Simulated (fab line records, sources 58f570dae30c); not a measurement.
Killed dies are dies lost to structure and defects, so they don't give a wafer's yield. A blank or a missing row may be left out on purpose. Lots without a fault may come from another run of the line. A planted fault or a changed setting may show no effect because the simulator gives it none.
Tool commonality check | flow berkeley_cmos170 | 14 lots, 42 wafers sampled

WHY IT WAS OPENED
At UCB170_NLDD_CD_MEAS_06 the reading cd_nm is flagged on 2 of 14 lots. Wafers without a fault read 1200.1 nm, standard deviation 1.7.
Rule: a lot is flagged when every wafer of it that has a number lies more than 4 standard deviations from that mean, or none has a number. The other lots count as sound.

lot  | measured     | on        | cd_nm (nm), wafer by wafer | flag
L917 | day 5 18:32  | cd_sem-01 | 1200.6 1201.7 1202.0       |
L916 | day 5 19:31  | cd_sem-01 | 1199.1 1199.7 1200.3       |
L918 | day 6 07:26  | cd_sem-01 | 1203.9 1203.6 1204.3       |
L919 | day 6 09:19  | cd_sem-02 | 1199.3 1198.4 1198.5       |
L921 | day 6 23:28  | cd_sem-01 | 1201.2 1201.9 1201.8       |
L920 | day 7 01:29  | cd_sem-01 | 1198.0 1199.4 1200.3       |
L925 | day 7 09:32  | cd_sem-01 | 1199.4 1201.5 1201.7       |
L926 | day 7 17:15  | cd_sem-02 | 1200.7 1199.4 1202.0       |
L927 | day 7 18:34  | cd_sem-01 | 1200.0 1199.0 1200.4       |
L928 | day 8 07:01  | cd_sem-01 | 1197.9 1198.6 1198.3       |
L929 | day 8 15:55  | cd_sem-01 | 1197.6 1197.2 1196.5       |
L937 | day 10 06:07 | cd_sem-02 | 1222.1 1222.6 1222.3       | FLAGGED
L938 | day 10 20:48 | cd_sem-01 | 1219.9 1220.8 1221.4       | FLAGGED
L939 | day 10 21:01 | cd_sem-02 | 1200.7 1199.9 1200.8       |
The numbers of the flagged lots are 1221.5 nm on average: +21.4 nm against the usual, or +13 standard deviations.

WHICH TOOL RAN EACH LOT
The record holds 1 process step before the reading, out of a route of 331 steps. In each cell: the tool, then ch and the chambers that the sampled wafers went through, then the start.
lot  | flag    | UCB170_NLDD_PEB_04
L917 |         | litho_track-04 ch 0, day 5 18:16
L916 |         | litho_track-02 ch 0, day 5 19:14
L918 |         | litho_track-02 ch 0, day 6 07:10
L919 |         | litho_track-04 ch 0, day 6 09:03
L921 |         | litho_track-04 ch 0, day 6 23:12
L920 |         | litho_track-02 ch 0, day 7 01:11
L925 |         | litho_track-04 ch 0, day 7 09:15
L926 |         | litho_track-03 ch 0, day 7 16:59
L927 |         | litho_track-03 ch 0, day 7 18:17
L928 |         | litho_track-03 ch 0, day 8 06:45
L929 |         | litho_track-03 ch 0, day 8 15:39
L937 | FLAGGED | litho_track-03 ch 0, day 10 05:51
L938 | FLAGGED | litho_track-03 ch 0, day 10 20:32
L939 |         | litho_track-04 ch 0, day 10 20:45
What these steps do:
- UCB170_NLDD_PEB_04
- UCB170_NLDD_CD_MEAS_06: target cd 1200 nm.

FLAGGED OVER TOTAL, TOOL BY TOOL (the gauges that took the reading come last)
step                   | tool           | lots run | flagged | share of the flagged lots | sound lots run after its first flagged lot
UCB170_NLDD_PEB_04     | litho_track-02 | 3        | 0       | none                      | -
UCB170_NLDD_PEB_04     | litho_track-03 | 6        | 2       | all                       | 0
UCB170_NLDD_PEB_04     | litho_track-04 | 5        | 0       | none                      | -
UCB170_NLDD_CD_MEAS_06 | cd_sem-01      | 10       | 1       | some                      | 0
UCB170_NLDD_CD_MEAS_06 | cd_sem-02      | 4        | 1       | some                      | 1 (L939)

WHAT THE TABLE ALLOWS
1 row of the table ran every flagged lot: litho_track-03 at UCB170_NLDD_PEB_04.
- litho_track-03 at UCB170_NLDD_PEB_04: 2 of its 6 lots flagged. Its last sound lot is L929 (day 8 15:39), its first flagged lot L937 (day 10 05:51): a fault that began between those two fits.
One tool is left: litho_track-03 at UCB170_NLDD_PEB_04.

WHAT THE SIMULATOR HAD PUT IN
Process parameter drift: litho_track-03, from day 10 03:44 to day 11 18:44, at UCB170_NLDD_PEB_04. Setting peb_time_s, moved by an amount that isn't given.
Lots struck among those shown: L937, L938. The rule above found the same.
